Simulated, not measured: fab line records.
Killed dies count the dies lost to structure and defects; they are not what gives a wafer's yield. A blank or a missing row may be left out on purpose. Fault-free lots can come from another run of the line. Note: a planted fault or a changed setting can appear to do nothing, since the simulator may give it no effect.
Struck lot and sound lot, side by side + flow ritCmos + 18 steps out of a route of 202
Sound: wafers L908.1, L908.2, L908.6. The struck wafers were L903.2, L903.5, L903.6. At the end, the cause is stated.
Each step with rows lists, per side, the tool, then ch with its chambers, then its first start. Under that, the readings that differ: sound wafers + struck wafers + difference of the means + sigmas: that difference in standard deviations of wafers without a fault.
alike: readings whose means differ by less than 2 such deviations, and words and numbers that are the same on both sides. not compared: withheld readings, readings that some wafer has no value for, bounds like >300 that may hide the same value, and numbers for which the record gives no deviation and whose values overlap.
The two part at a step that has a row with sigmas, a row that says differs or no value, or rows on one side only. Numbers that have no deviation but don't overlap get no sigmas and don't part them. A reading missing from all wafers of one side parts the sides only when that side holds two or more wafers.

first, 4 steps without rows for these wafers: RIT_PSD_SOFTBAKE_02 (time 60 s); RIT_PSD_EXPOSE_03 (exposes mask M10, target cd 40900 nm); RIT_PSD_PEB_04; RIT_PSD_DEVELOP_05 (develop time 50 s).
RIT_PSD_OVL_MEAS_06:
  sound on overlay-02, day 5 15:26; struck on overlay-02, day 4 12:33
  alike: PSD_OVL
then, 2 steps without rows for these wafers: RIT_PSD_HARDBAKE_07 (time 60 s); RIT_PSD_IMPLANT_08.
RIT_PSD_STRIP_09: strips in O2, time 180 s.
  sound on plasmaAsher-04 ch 0,1, day 5 15:51; struck on plasmaAsher-01 ch 0,1, day 4 12:53
  alike: drypumpMotorCurrentA
  not compared: rfHoursCounterH
RIT_PSD_TW_MEAS_10:
  sound on filmMetro-03, day 5 16:02; struck on filmMetro-02, day 4 13:04
  alike: PSD_TW
then, 3 steps without rows for these wafers: RIT_SDANNEAL_CLEAN_00 (cleans in SC1, time 600 s); RIT_SDANNEAL_CLEAN_01 (cleans in dHF, time 30 s); RIT_SDANNEAL_CLEAN_02 (cleans in SC2, time 612.6 s).
RIT_SDANNEAL_RTA_03: time 5 s.
  sound on rtpAnneal-02 ch 0, day 5 16:28; struck on rtpAnneal-01 ch 0, day 4 13:29
  alike: chamberO2Ppm, wafer_temp_C_max
RIT_SDANNEAL_RS_MEAS_04: measures by four-point-probe.
  sound on filmMetro-02, day 5 16:31; struck on filmMetro-02, day 4 13:34
| reading         | sound                | struck               | difference | sigmas |
|-----------------|----------------------|----------------------|------------|--------|
| PSD_RS (ohm/sq) | 115.78 115.21 115.20 | 113.50 113.70 113.94 | -1.68      | -6     |
RIT_SDANNEAL_RS_MEAS_05: measures by four-point-probe.
  sound on filmMetro-02, day 5 16:38; struck on filmMetro-02, day 4 13:41
  alike: NSD_RS
RIT_SDANNEAL_RS_MEAS_06: measures by four-point-probe.
  sound on filmMetro-02, day 5 16:45; struck on filmMetro-02, day 4 13:48
  alike: PLDD_RS
RIT_SDANNEAL_RS_MEAS_07: measures by four-point-probe.
  sound on filmMetro-02, day 5 16:52; struck on filmMetro-02, day 4 13:55
  alike: NLDD_RS
RIT_M1_PROBE_99:
  sound on prober-01, day 5 23:56; struck on prober-02, day 4 21:33
| reading                               | sound                | struck               | difference | sigmas |
|---------------------------------------|----------------------|----------------------|------------|--------|
| killedShort                           | 6 3 8                | 3 1 1                | -4         | -2     |
| model.etest.pmosTurned.driveUaUm      | 187.8 194.8 193.5    | 205.6 205.2 203.2    | +12.6      |        |
| model.etest.pmos_0p15.driveUaUm       | 252.4 254.4 257.9    | 262.5 261.2 261.2    | +6.7       |        |
| model.etest.contactNplus.endOhmUm     | 43.41 43.27 43.53    | 42.14 42.93 43.01    | -0.71      |        |
| model.etest.pmos_0p15.offLog10AUm     | -10.5 -10.41 -10.27  | -10.12 -10.07 -10.14 | +0.28      |        |
| model.etest.retroEdgePmos.offLog10AUm | -10.39 -10.28 -10.31 | -10.27 -9.86 -10.13  | +0.24      |        |
| model.etest.vpnp.gain                 | 1.012 1.032 1.012    | 1.044 1.069 1.086    | +0.048     |        |
| model.etest.diodePplusComb.cjFfUm2    | 2.043 2.034 2.042    | 2.087 2.083 2.08     | +0.044     |        |
  alike: killedAtContacts, killedAtFrontEnd, killedDies, killedOpen
  not compared: model.etest.ring.quietLog10A

== WHERE THEY PART ==
Earliest at RIT_SDANNEAL_RS_MEAS_04; latest, in this record, at RIT_M1_PROBE_99.

WHY: whatever the simulator had introduced
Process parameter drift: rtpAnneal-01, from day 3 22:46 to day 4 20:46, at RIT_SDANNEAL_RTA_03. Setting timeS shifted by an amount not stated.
